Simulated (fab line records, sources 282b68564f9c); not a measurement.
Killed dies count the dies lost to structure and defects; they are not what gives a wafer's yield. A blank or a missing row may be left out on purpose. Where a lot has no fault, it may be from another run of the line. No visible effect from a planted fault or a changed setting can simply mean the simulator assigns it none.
Which tool is to blame? | flow ritCmos | 39 wafers from 13 lots sampled at 4 of the route's 202 steps

== WHAT THE GAUGES SHOWED, per wafer ==
RIT_NSD_OVL_MEAS_06.
lot  | measured    | on         | NSD_OVL (nm)
L672 | day 3 15:51 | overlay-01 | -0.1 0.6 0.1
L673 | day 3 19:35 | overlay-01 | 3.1 -1.6 0.7
L674 | day 3 22:05 | overlay-02 | -0.8 -0.5 0.2
L676 | day 4 15:37 | overlay-01 | -0.2 2.7 -0.4
L677 | day 4 23:43 | overlay-02 | 0.9 -0.8 1.1
L679 | day 5 04:35 | overlay-02 | 1.6 0.5 0.4
L680 | day 5 11:37 | overlay-02 | 1.2 1.4 0.3
L683 | day 6 11:34 | overlay-01 | - - -
L691 | day 7 20:20 | overlay-01 | -2.0 -1.4 -1.3
L690 | day 7 22:55 | overlay-01 | -0.5 0.0 0.0
L692 | day 7 23:15 | overlay-02 | -1.7 -1.6 -2.5
L693 | day 8 00:43 | overlay-02 | 0.9 1.0 -0.1
L694 | day 8 04:05 | overlay-02 | 1.1 -0.3 -1.7

RIT_NSD_TW_MEAS_10.
lot  | measured    | on           | NSD_TW
L672 | day 3 16:22 | filmMetro-01 | 3107 3139 3133
L673 | day 3 20:05 | filmMetro-02 | 3131 3145 3128
L674 | day 3 22:37 | filmMetro-01 | 3133 3119 3148
L676 | day 4 16:08 | filmMetro-02 | 3141 3150 3145
L677 | day 5 00:14 | filmMetro-01 | 3159 3132 3153
L679 | day 5 05:06 | filmMetro-04 | 3143 3144 3162
L680 | day 5 12:08 | filmMetro-01 | 3168 3164 3159
L683 | day 6 12:05 | filmMetro-02 | 30 30 30
L691 | day 7 20:58 | filmMetro-01 | 3136 3143 3141
L690 | day 7 23:26 | filmMetro-01 | 3135 3151 3152
L692 | day 7 23:46 | filmMetro-04 | 3151 3178 3137
L693 | day 8 01:21 | filmMetro-04 | 3172 3166 3166
L694 | day 8 04:37 | filmMetro-01 | 3147 3137 3159

RIT_PSD_TW_MEAS_10.
lot  | measured    | on           | PSD_TW
L672 | day 3 17:47 | filmMetro-04 | 3456 3478 3467
L673 | day 3 21:38 | filmMetro-04 | 3447 3460 3466
L674 | day 4 00:21 | filmMetro-04 | 3489 3483 3478
L676 | day 4 17:41 | filmMetro-01 | 3483 3465 3473
L677 | day 5 01:39 | filmMetro-02 | 3451 3458 3427
L679 | day 5 06:31 | filmMetro-01 | 3495 3486 3503
L680 | day 5 13:49 | filmMetro-02 | 3433 3428 3427
L683 | day 6 13:44 | filmMetro-04 | 3687 3702 3673
L691 | day 7 22:28 | filmMetro-02 | 3450 3430 3420
L690 | day 8 01:08 | filmMetro-01 | 3433 3447 3446
L692 | day 8 01:32 | filmMetro-02 | 3440 3432 3444
L693 | day 8 03:05 | filmMetro-01 | 3423 3441 3440
L694 | day 8 06:02 | filmMetro-01 | 3442 3436 3462

== TOOL THAT RAN EACH LOT (tool first, then ch and the chambers of the sampled wafers, then the start) ==
lot  | RIT_NSD_EXPOSE_03
L672 | ilineStepper-01 ch 0, day 3 15:27
L673 | ilineStepper-02 ch 0, day 3 19:11
L674 | ilineStepper-01 ch 0, day 3 21:43
L676 | ilineStepper-02 ch 0, day 4 15:15
L677 | ilineStepper-02 ch 0, day 4 23:19
L679 | ilineStepper-02 ch 0, day 5 04:11
L680 | ilineStepper-02 ch 0, day 5 11:15
L683 | ilineStepper-02 ch 0, day 6 11:10
L691 | ilineStepper-02 ch 0, day 7 19:46
L690 | ilineStepper-01 ch 0, day 7 22:32
L692 | ilineStepper-01 ch 0, day 7 22:52
L693 | ilineStepper-01 ch 0, day 8 00:19
L694 | ilineStepper-01 ch 0, day 8 03:37
- RIT_NSD_EXPOSE_03: exposes mask M9, target cd 40700 nm.

== WHAT THE TOOLS THEMSELVES READ (means of the sampled wafers that have a number; where no wafer has one, the mark that the record gives instead) ==
The record holds no such reading with a usual standard deviation.

== THE ANSWER, worked out from the rows above alone ==
Rule: the usual values come from the lots themselves. Put in order of their means at a reading, lots are off if they are a third of the lots or fewer, leave a main group of 4 or more, and stand apart from it by a gap of 3 or more times the standard deviation of the main group's means; of several such gaps the widest counts. A main group is skipped when, at the precision printed for the reading in the tables above, its means are all equal. Also off: a lot with no number at a reading for which 4 or more lots have one. All remaining lots with rows at the step are treated as sound. Order of review: gauges by route order, followed by the tools' own readings, for which a lot's mean as printed above is used. At the first step where some lot is off, the reading lying furthest off is the one used; lots without a number count as furthest.
Off: at RIT_NSD_OVL_MEAS_06 (NSD_OVL), L683. Without a number there: L683. The main group: mean 0.0 nm, standard deviation 0.9.
A tool fits if, at a process step before that reading, it ran every lot that is off, and no sound lot after the first of them. The gauges at RIT_NSD_OVL_MEAS_06 aren't tried: what is off there is off at RIT_NSD_TW_MEAS_10 too, on other tools, and a gauge's error can't cause that. Not one of the candidates tried fits.

== WHAT HAD BEEN PUT IN BY THE SIMULATOR ==
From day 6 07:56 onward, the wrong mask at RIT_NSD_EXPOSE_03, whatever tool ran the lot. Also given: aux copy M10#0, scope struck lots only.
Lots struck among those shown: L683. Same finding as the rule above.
